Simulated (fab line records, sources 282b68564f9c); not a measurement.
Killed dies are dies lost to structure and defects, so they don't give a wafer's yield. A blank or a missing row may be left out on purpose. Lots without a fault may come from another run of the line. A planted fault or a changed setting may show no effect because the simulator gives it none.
Chamber matching | flow rit_cmos | RIT_SDANNEAL_CLEAN_01 on wet_bench-02: 3 sister chambers
The step cleans in dHF, time 30 s. 3 wafers are shown with their chamber, then 4 later ones without.

WAFERS WITH THEIR CHAMBER
wafer  | chamber | run_length_s (s)
L458.6 | 3       | 60.7
L462.5 | 2       | 60.4
L466.5 | 1       | 64.1

WAFERS WITHOUT THEIR CHAMBER
wafer  | run_length_s (s)
L466.6 | 64.1
L476.2 | 56.7
L476.4 | 56.7
L476.6 | 56.7

WHICH CHAMBER EACH WENT THROUGH
wafer  | from the rows above          | in truth
L466.6 | can't be placed: 1 or 3 or 2 | 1
L476.2 | can't be placed: 2 or 3 or 1 | 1
L476.4 | can't be placed: 2 or 3 or 1 | 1
L476.6 | can't be placed: 2 or 3 or 1 | 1
Placed correctly: 0 of 4. Can't be placed from these rows: 4 (the true chamber is among the candidates in 4). Placed wrongly: 0.
How it was worked out, from the rows above alone: a wafer's distance from a chamber is the root of the sum, over the readings, of the square of ((its reading less the chamber's mean) divided by the reading's scatter). The wafer belongs to the nearest chamber; if the next one is less than 2 further off, it can't be placed. A chamber's mean is the mean of its shown wafers. The scatter: with one shown wafer a chamber, the root of the mean of the squares of how far each hidden wafer lies from its nearest shown one.
